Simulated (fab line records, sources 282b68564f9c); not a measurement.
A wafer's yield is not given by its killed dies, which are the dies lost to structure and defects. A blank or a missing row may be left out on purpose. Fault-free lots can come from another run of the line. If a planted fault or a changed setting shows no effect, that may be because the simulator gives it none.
A lot that was struck, set against a sound lot	flow rit-cmos	19 steps out of a route of 202
Sound: the wafers L159.2, L159.4, L159.5. Wafers L168.2, L168.3, L168.5 were the ones struck. Last of all comes the cause.
At each step with rows: each side's tool, then ch and its chambers, then its first start. Under that, the readings that differ: sound wafers	struck wafers	difference of the means	sigmas: that difference in standard deviations of wafers without a fault.
alike: a reading whose means differ by less than 2 such deviations, as well as words and numbers matching on both sides. not compared: withheld readings; readings where some wafer has no value; bounds like >300 that might hide an equal value; numbers whose values overlap and for which the record gives no deviation.
The two part at a step that has a row with sigmas, a row that says differs or no value, or rows on one side only. Non-overlapping numbers with no deviation appear without sigmas and do not part them. Lack of a reading on every wafer of one side parts them only where that side has two or more wafers.

first, 1 step without rows for these wafers: RIT_GATE_CLEAN_04 (cleans in dHF, time 60 s).
RIT_FOX2_THK_MEAS_91:
  sound: film-metro-03 at day 2 18:50; struck: film-metro-04 at day 4 17:23
reading	sound	struck	difference	sigmas
FIELD_OXIDE_LEFT_2_THK (nm)	268 267 261	251 253 249	-14	-2
then, 2 steps without rows for these wafers: RIT_GATE_OXIDATION_05 (target thk 3 nm, ox time 276.9 s); RIT_GATE_ANNEAL_06 (time 600 s).
RIT_GATE_THK_MEAS_07:
  sound: film-metro-01 at day 2 21:56; struck: film-metro-04 at day 4 18:46
  alike: GATE_OXIDE_THK
then, 1 step without rows for these wafers: RIT_GATE_CVD_08 (deposits poly-Si from SiH4, target thk 250 nm, time 2220 s).
RIT_GATE_THK_MEAS_09:
  sound: film-metro-01 at day 2 23:37; struck: film-metro-01 at day 4 20:26
  alike: GATE_POLY_THK
then, 5 steps without rows for these wafers: RIT_GATE_HMDS_10 (prime time 60 s); RIT_GATE_COAT_11 (resist thk 850 nm); RIT_GATE_SOFTBAKE_12 (time 60 s); RIT_GATE_EXPOSE_13 (exposes mask M6, target cd 150 nm); RIT_GATE_PEB_14.
RIT_GATE_DEVELOP_15: develop time 50 s.
  sound on litho-track-03 ch 0, day 3 00:00; struck on litho-track-03 ch 0, day 4 21:00
reading	sound	struck	difference	sigmas
developer-temp-C (C)	22.88 22.94 22.85	23.89 23.91 23.78	+0.97	+10
RIT_GATE_CD_MEAS_16: the cd target is 150 nm.
  sound: cd-sem-01 at day 3 00:32; struck: cd-sem-01 at day 4 21:34
reading	sound	struck	difference	sigmas
cd-nm (nm)	148.7 146.3 147.9	155.2 155.6 155.5	+7.8	+3
RIT_GATE_OVL_MEAS_17:
  sound: overlay-02 at day 3 00:39; struck: overlay-01 at day 4 21:40
  alike: GATE_OVL
then, 1 step without rows for these wafers: RIT_GATE_HARDBAKE_18 (time 60 s).
RIT_GATE_ETCH_19: etches poly-Si in SF6/CHF3/O2, stops on SiO2, time 165 s, target depth 312.5 nm.
  sound on rie-si-01 ch 0,3, day 3 01:08; struck on rie-si-01 ch 1,2, day 4 22:02
reading	sound	struck	difference	sigmas
model.GATE.cd-nm (nm)	148.7 146.4 148.3	155.2 155.4 155.9	+7.7	
  alike: drypump-motor-current-A, he-backside-leak-sccm, oes-product-au, throttle-valve-pct
  not compared: rf-hours-counter-h
RIT_GATE_STRIP_20: strips in O2, time 180 s.
  sound on plasma-asher-01 ch 0,1, day 3 01:14; struck on plasma-asher-03 ch 0,1, day 4 22:09
  alike: drypump-motor-current-A, rf-refl-power-W
  not compared: rf-hours-counter-h
RIT_M1_PROBE_99:
  sound: prober-02 at day 3 21:16; struck: prober-01 at day 5 19:38
reading	sound	struck	difference	sigmas
model.etest.ppoly-line.line-ohm-um	163.3 169.7 166.6	156 155.1 153.9	-12	
model.etest.npoly-line.width-nm (nm)	99.83 97.82 99.94	106.2 106.7 106.4	+7.2	
model.etest.ppoly-line.width-nm (nm)	100.8 98.54 100.6	106.7 108.2 107.2	+7.4	
  alike: killed-at-contacts, killed-at-front-end, killed-dies, killed-on-rim, killed-open, killed-short

## WHERE THEY PART
First at RIT_FOX2_THK_MEAS_91; last, within this record, at RIT_GATE_CD_MEAS_16. Later steps at which nothing parts them and some readings are alike: RIT_GATE_OVL_MEAS_17, RIT_GATE_ETCH_19, RIT_GATE_STRIP_20, RIT_M1_PROBE_99.

WHY: the cause the simulator had injected
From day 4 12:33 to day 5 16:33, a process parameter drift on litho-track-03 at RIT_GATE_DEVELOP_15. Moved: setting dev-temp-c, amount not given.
